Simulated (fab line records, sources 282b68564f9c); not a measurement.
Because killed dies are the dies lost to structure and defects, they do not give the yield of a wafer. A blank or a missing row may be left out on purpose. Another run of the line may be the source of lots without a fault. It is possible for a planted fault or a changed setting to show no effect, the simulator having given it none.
What tool caused it? :: flow rit cmos :: 14 lots with 42 wafers sampled at 5 steps, on a route of 202 steps

== WHAT THE GAUGES READ, wafer by wafer ==
RIT_ACTIVE_BOW_MEAS_00.
lot: L430
measured: day 1 10:02
on: film metro-04
INCOMING_BOW (um): -12 -10 4

lot: L431
measured: day 1 15:00
on: film metro-03
INCOMING_BOW (um): 13 6 5

lot: L432
measured: day 1 20:01
on: film metro-03
INCOMING_BOW (um): -6 -14 3

lot: L433
measured: day 2 01:00
on: film metro-04
INCOMING_BOW (um): 1 4 1

lot: L435
measured: day 2 11:00
on: film metro-04
INCOMING_BOW (um): -1 2 -4

lot: L437
measured: day 2 21:02
on: film metro-04
INCOMING_BOW (um): -1 -6 -3

lot: L442
measured: day 3 22:01
on: film metro-04
INCOMING_BOW (um): -1 -16 -4

lot: L443
measured: day 4 03:01
on: film metro-04
INCOMING_BOW (um): 2 2 0

lot: L445
measured: day 4 13:00
on: film metro-04
INCOMING_BOW (um): -2 10 12

lot: L446
measured: day 4 18:00
on: film metro-02
INCOMING_BOW (um): -9 1 -8

lot: L449
measured: day 5 09:01
on: film metro-03
INCOMING_BOW (um): 3 7 19

lot: L450
measured: day 5 14:02
on: film metro-03
INCOMING_BOW (um): 0 4 -1

lot: L452
measured: day 6 00:00
on: film metro-02
INCOMING_BOW (um): 2 -8 17

lot: L453
measured: day 6 05:01
on: film metro-04
INCOMING_BOW (um): 12 6 -4

RIT_ACTIVE_THK_MEAS_04.
lot: L430
measured: day 1 17:03
on: film metro-03
ACTIVE_NITRIDE_THK (nm): 152.0 151.0 151.0

lot: L431
measured: day 1 22:40
on: film metro-02
ACTIVE_NITRIDE_THK (nm): 151.8 150.7 150.6

lot: L432
measured: day 2 05:01
on: film metro-04
ACTIVE_NITRIDE_THK (nm): 150.9 151.0 151.0

lot: L433
measured: day 2 09:12
on: film metro-02
ACTIVE_NITRIDE_THK (nm): 151.8 151.0 150.9

lot: L435
measured: day 2 17:50
on: film metro-04
ACTIVE_NITRIDE_THK (nm): 150.7 150.8 150.9

lot: L437
measured: day 3 02:22
on: film metro-03
ACTIVE_NITRIDE_THK (nm): 150.3 151.6 150.7

lot: L442
measured: day 4 03:00
on: film metro-03
ACTIVE_NITRIDE_THK (nm): 150.8 151.0 150.6

lot: L443
measured: day 4 08:49
on: film metro-03
ACTIVE_NITRIDE_THK (nm): 149.0 148.5 149.2

lot: L445
measured: day 4 17:25
on: film metro-04
ACTIVE_NITRIDE_THK (nm): 151.2 151.4 151.3

lot: L446
measured: day 4 22:58
on: film metro-03
ACTIVE_NITRIDE_THK (nm): 146.8 146.7 146.7

lot: L449
measured: day 5 13:53
on: film metro-04
ACTIVE_NITRIDE_THK (nm): 152.0 152.7 153.1

lot: L450
measured: day 5 18:16
on: film metro-03
ACTIVE_NITRIDE_THK (nm): 149.1 149.0 150.0

lot: L452
measured: day 6 07:35
on: film metro-03
ACTIVE_NITRIDE_THK (nm): 151.5 150.5 151.4

lot: L453
measured: day 6 11:05
on: film metro-04
ACTIVE_NITRIDE_THK (nm): 149.0 149.9 149.9

RIT_FOX1_THK_MEAS_01.
lot: L430
measured: day 1 23:36
on: film metro-04
FOX1_OXIDE_THK (nm): 356 353 356

lot: L431
measured: day 2 05:47
on: film metro-01
FOX1_OXIDE_THK (nm): 346 345 342

lot: L432
measured: day 2 14:49
on: film metro-01
FOX1_OXIDE_THK (nm): 347 350 348

lot: L433
measured: day 2 14:49
on: film metro-04
FOX1_OXIDE_THK (nm): 356 360 353

lot: L435
measured: day 3 01:22
on: film metro-04
FOX1_OXIDE_THK (nm): 355 354 356

lot: L437
measured: day 3 06:41
on: film metro-02
FOX1_OXIDE_THK (nm): 350 360 353

lot: L442
measured: day 4 08:13
on: film metro-04
FOX1_OXIDE_THK (nm): 358 359 356

lot: L443
measured: day 4 12:22
on: film metro-04
FOX1_OXIDE_THK (nm): 352 352 352

lot: L445
measured: day 4 22:35
on: film metro-01
FOX1_OXIDE_THK (nm): 362 365 364

lot: L446
measured: day 5 02:26
on: film metro-01
FOX1_OXIDE_THK (nm): 353 350 351

lot: L449
measured: day 5 18:25
on: film metro-02
FOX1_OXIDE_THK (nm): 354 358 356

lot: L450
measured: day 5 21:43
on: film metro-02
FOX1_OXIDE_THK (nm): 349 358 356

lot: L452
measured: day 6 11:05
on: film metro-01
FOX1_OXIDE_THK (nm): 356 352 348

lot: L453
measured: day 6 14:46
on: film metro-02
FOX1_OXIDE_THK (nm): 358 355 349

RIT_SDANNEAL_RS_MEAS_04: the measuring method here is four-point-probe.
lot: L430
measured: day 3 22:04
on: film metro-03
PSD_RS (ohm/sq): 115.49 115.59 115.93

lot: L431
measured: day 4 04:50
on: film metro-02
PSD_RS (ohm/sq): 115.53 115.80 115.71

lot: L432
measured: day 4 09:52
on: film metro-03
PSD_RS (ohm/sq): 115.86 115.98 115.90

lot: L433
measured: day 4 10:00
on: film metro-04
PSD_RS (ohm/sq): 115.93 116.35 115.87

lot: L435
measured: day 4 14:46
on: film metro-04
PSD_RS (ohm/sq): 115.97 115.87 115.81

lot: L437
measured: day 4 21:18
on: film metro-03
PSD_RS (ohm/sq): 116.40 116.14 116.41

lot: L442
measured: day 5 19:31
on: film metro-03
PSD_RS (ohm/sq): 115.79 115.80 116.23

lot: L443
measured: day 6 01:10
on: film metro-04
PSD_RS (ohm/sq): 115.91 116.26 115.55

lot: L445
measured: day 6 09:46
on: film metro-04
PSD_RS (ohm/sq): 115.08 115.26 114.84

lot: L446
measured: day 6 13:41
on: film metro-03
PSD_RS (ohm/sq): 115.15 115.16 114.94

lot: L449
measured: day 7 08:01
on: film metro-03
PSD_RS (ohm/sq): 116.05 116.47 116.26

lot: L450
measured: day 7 08:47
on: film metro-04
PSD_RS (ohm/sq): 115.82 116.23 115.73

lot: L452
measured: day 7 22:11
on: film metro-02
PSD_RS (ohm/sq): 115.46 115.77 115.61

lot: L453
measured: day 8 01:20
on: film metro-04
PSD_RS (ohm/sq): 116.46 116.29 116.59

== WHAT TOOL EACH LOT RAN ON (gives the tool, then ch and the chambers of the sampled wafers, and finally the start) ==
lot: L430
RIT_PSD_IMPLANT_08: implanter-03 ch 0, day 3 21:13

lot: L431
RIT_PSD_IMPLANT_08: implanter-03 ch 0, day 4 04:02

lot: L432
RIT_PSD_IMPLANT_08: implanter-03 ch 0, day 4 09:04

lot: L433
RIT_PSD_IMPLANT_08: implanter-01 ch 0, day 4 09:11

lot: L435
RIT_PSD_IMPLANT_08: implanter-01 ch 0, day 4 13:57

lot: L437
RIT_PSD_IMPLANT_08: implanter-03 ch 0, day 4 20:29

lot: L442
RIT_PSD_IMPLANT_08: implanter-02 ch 0, day 5 18:43

lot: L443
RIT_PSD_IMPLANT_08: implanter-03 ch 0, day 6 00:22

lot: L445
RIT_PSD_IMPLANT_08: implanter-01 ch 0, day 6 08:57

lot: L446
RIT_PSD_IMPLANT_08: implanter-01 ch 0, day 6 12:43

lot: L449
RIT_PSD_IMPLANT_08: implanter-03 ch 0, day 7 07:13

lot: L450
RIT_PSD_IMPLANT_08: implanter-02 ch 0, day 7 07:56

lot: L452
RIT_PSD_IMPLANT_08: implanter-02 ch 0, day 7 21:23

lot: L453
RIT_PSD_IMPLANT_08: implanter-02 ch 0, day 8 00:32
- RIT_PSD_IMPLANT_08

== WHAT THE TOOLS THEMSELVES READ (means of the sampled wafers that have a number; where no wafer has one, the mark that the record gives instead) ==
RIT_PSD_IMPLANT_08.
lot: L430
tool: implanter-03
beam on s (s): 9.8
dose ions cm2: 5e+15

lot: L431
tool: implanter-03
beam on s (s): 10.3
dose ions cm2: 5e+15

lot: L432
tool: implanter-03
beam on s (s): 10.1
dose ions cm2: 5e+15

lot: L433
tool: implanter-01
beam on s (s): 12.2
dose ions cm2: 5e+15

lot: L435
tool: implanter-01
beam on s (s): 12.0
dose ions cm2: 5e+15

lot: L437
tool: implanter-03
beam on s (s): 10.0
dose ions cm2: 5e+15

lot: L442
tool: implanter-02
beam on s (s): 11.6
dose ions cm2: 5e+15

lot: L443
tool: implanter-03
beam on s (s): 9.9
dose ions cm2: 5e+15

lot: L445
tool: implanter-01
beam on s (s): 13.1
dose ions cm2: 5e+15

lot: L446
tool: implanter-01
beam on s (s): 12.8
dose ions cm2: 5e+15

lot: L449
tool: implanter-03
beam on s (s): 9.8
dose ions cm2: 5e+15

lot: L450
tool: implanter-02
beam on s (s): 11.5
dose ions cm2: 5e+15

lot: L452
tool: implanter-02
beam on s (s): 11.3
dose ions cm2: 5e+15

lot: L453
tool: implanter-02
beam on s (s): 11.5
dose ions cm2: 5e+15

== THE ANSWER, worked out from the rows above alone ==
Rule: the usual values come from the lots themselves. Put in order of their means at a reading, lots are off if they are a third of the lots or fewer, leave a main group of 4 or more, and stand apart from it by a gap of 3 or more times the standard deviation of the main group's means; of several such gaps the widest counts. A main group whose means are all the same, to the digits that the tables above print for the reading, isn't used. Also off: a lot with no number at a reading for which 4 or more lots have one. The other lots that the step has rows for count as sound. First the gauges in route order, then the tools' own readings, where a lot's mean is used as printed above. At the first step where some lot is off, the reading lying furthest off is the one used; lots without a number count as furthest.
No lot is off on any of the readings shown, so nothing can be concluded from this.

== WHAT THE SIMULATOR HAD PUT IN ==
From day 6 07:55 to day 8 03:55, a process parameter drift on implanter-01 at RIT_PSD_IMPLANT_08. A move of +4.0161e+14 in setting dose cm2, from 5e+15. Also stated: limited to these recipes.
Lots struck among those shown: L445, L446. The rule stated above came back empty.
